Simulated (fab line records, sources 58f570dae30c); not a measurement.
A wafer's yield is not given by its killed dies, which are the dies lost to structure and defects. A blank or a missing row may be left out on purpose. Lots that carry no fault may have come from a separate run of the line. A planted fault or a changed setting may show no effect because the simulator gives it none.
Which of the tools did it? -- flow berkeley_cmos170 -- 15 lots, 45 wafers sampled, at 4 steps of a route of 331

WHAT EACH GAUGE READ, for each wafer
UCB170_PWELL_OVL_MEAS_13. Usual: PWELL_OVL -3 nm, standard deviation 6.4.
lot,measured,on,PWELL_OVL (nm),flag
L770,day 3 13:58,overlay-01,1 -6 -10,
L772,day 3 17:17,overlay-02,0 -10 -12,
L776,day 4 18:19,overlay-02,3 5 4,
L775,day 4 18:38,overlay-02,1 3 -4,
L777,day 4 18:59,overlay-02,8 10 9,
L779,day 5 02:08,overlay-01,4 0 5,
L780,day 5 03:23,overlay-02,-3 -14 -9,
L782,day 5 20:04,overlay-01,-9 -12 -9,
L786,day 6 05:28,overlay-02,2 -11 -5,
L787,day 6 10:46,overlay-01,-7 -7 -4,
L788,day 7 02:35,overlay-01,6 3 8,
L789,day 7 02:52,overlay-01,-5 5 4,
L791,day 7 08:09,overlay-01,0 -2 0,
L792,day 7 08:12,overlay-02,-4 0 -3,
L790,day 7 08:30,overlay-02,-3 2 2,

UCB170_ACTIVE_OVL_MEAS_14. Usual: ACTIVE_OVL 4 nm, standard deviation 6.
lot,measured,on,ACTIVE_OVL (nm),flag
L770,day 5 01:26,overlay-01,0 3 -2,
L772,day 5 01:43,overlay-02,8 2 -2,
L776,day 5 19:44,overlay-02,6 7 2,
L775,day 5 19:34,overlay-02,2 5 1,
L777,day 6 01:14,overlay-02,-13 -7 -8,
L779,day 6 06:33,overlay-01,-3 2 -2,
L780,day 6 06:44,overlay-01,10 7 6,
L782,day 7 09:33,overlay-01,11 7 11,
L786,day 7 11:42,overlay-01,11 8 9,
L787,day 7 14:02,overlay-01,6 9 8,
L788,day 8 09:44,overlay-02,5 9 8,
L789,day 8 08:35,overlay-02,-9 0 -5,
L791,day 8 08:33,overlay-02,6 3 6,
L792,day 8 08:49,overlay-02,8 1 6,
L790,day 8 09:08,overlay-02,-1 -4 -6,

UCB170_V2_CD_MEAS_90: target cd 700 nm. Usual: cd_nm 700.0 nm, standard deviation 1.4.
lot,measured,on,cd_nm (nm),flag
L770,day 8 18:08,cd_sem-01,699.3 699.2 701.1,
L772,day 8 18:23,cd_sem-02,697.1 697.7 699.8,
L776,day 9 11:29,cd_sem-02,701.0 703.1 702.7,
L775,day 9 09:12,cd_sem-01,700.5 700.3 699.8,
L777,day 9 19:33,cd_sem-01,- - -,OFF
L779,day 10 10:29,cd_sem-02,- - -,OFF
L780,day 10 09:17,cd_sem-02,- - -,OFF
L782,day 11 06:31,cd_sem-02,698.4 699.6 700.0,
L786,day 11 01:10,cd_sem-02,700.7 700.4 699.9,
L787,day 11 06:47,cd_sem-02,699.3 698.7 699.5,
L788,day 12 06:58,cd_sem-01,699.7 698.7 698.3,
L789,day 12 11:40,cd_sem-02,700.0 701.7 699.9,
L791,day 12 11:30,cd_sem-01,699.4 699.6 699.5,
L792,day 12 11:14,cd_sem-01,700.1 702.0 700.2,
L790,day 12 11:48,cd_sem-02,698.0 700.7 698.5,

WHAT TOOL EACH LOT RAN ON (gives the tool, then ch and the chambers of the sampled wafers, and finally the start)
lot,UCB170_V2_CVD_00
L770,"pecvd-04 ch 0,1, day 8 13:28"
L772,"pecvd-03 ch 0,2, day 8 13:12"
L776,"pecvd-01 ch 0,1,2, day 9 09:10"
L775,"pecvd-03 ch 0,1,2, day 9 06:53"
L777,"pecvd-01 ch 0,1, day 9 17:22"
L779,"pecvd-03 ch 0,2, day 10 08:08"
L780,"pecvd-01 ch 0,1,2, day 10 07:07"
L782,"pecvd-04 ch 0,1, day 11 01:02"
L786,"pecvd-03 ch 0,2, day 10 22:18"
L787,"pecvd-03 ch 1,2, day 11 02:01"
L788,"pecvd-01 ch 0,1,2, day 12 03:49"
L789,"pecvd-03 ch 0,1, day 12 07:10"
L791,"pecvd-04 ch 0,2, day 12 07:26"
L792,"pecvd-04 ch 0,1,2, day 12 06:55"
L790,"pecvd-01 ch 1,2, day 12 07:11"
- UCB170_V2_CVD_00: deposits SiO2 from TEOS/O2, target thk 2000 nm, time 250 s.

WHAT THE TOOLS THEMSELVES READ (means of the sampled wafers that have a number; where no wafer has one, the mark that the record gives instead)
UCB170_V2_CVD_00. Usual: heater_power_w 260 W, standard deviation 43; pressure_mtorr 8999 mTorr, standard deviation 18.
lot,tool,heater_power_w (W),pressure_mtorr (mTorr),flag
L770,pecvd-04,246,9014,
L772,pecvd-03,235,8995,
L776,pecvd-01,242,8995,
L775,pecvd-03,271,8987,
L777,pecvd-01,-,-,OFF
L779,pecvd-03,-,-,OFF
L780,pecvd-01,-,-,OFF
L782,pecvd-04,242,8996,
L786,pecvd-03,261,9019,
L787,pecvd-03,297,9027,
L788,pecvd-01,256,9015,
L789,pecvd-03,290,9007,
L791,pecvd-04,218,9014,
L792,pecvd-04,262,9006,
L790,pecvd-01,263,9003,

THE ANSWER, worked out from the rows above alone
Rule: a lot counts as off when the mean over its wafers that have a number is more than 3 standard deviations away from the usual mean. Also off: a lot with no number at a reading for which 4 or more lots have one. The other lots that the step has rows for count as sound. First the gauges in route order, then the tools' own readings, where a lot's mean is used as printed above. At the first step where some lot is off, the reading lying furthest off is the one used; lots without a number count as furthest.
Off, at UCB170_V2_CD_MEAS_90 on cd_nm: L777, L779, L780. Without a number there: L777, L779, L780.
If a tool, at a process step before that reading, ran all the lots that are off and no sound lot after the first of them, it fits. The gauges at UCB170_V2_CD_MEAS_90 aren't tried: what is off there is off at UCB170_V2_CVD_00 too, on other tools, and a gauge's error can't cause that. No candidate that was tried fits.

WHAT WAS PUT IN BY THE SIMULATOR
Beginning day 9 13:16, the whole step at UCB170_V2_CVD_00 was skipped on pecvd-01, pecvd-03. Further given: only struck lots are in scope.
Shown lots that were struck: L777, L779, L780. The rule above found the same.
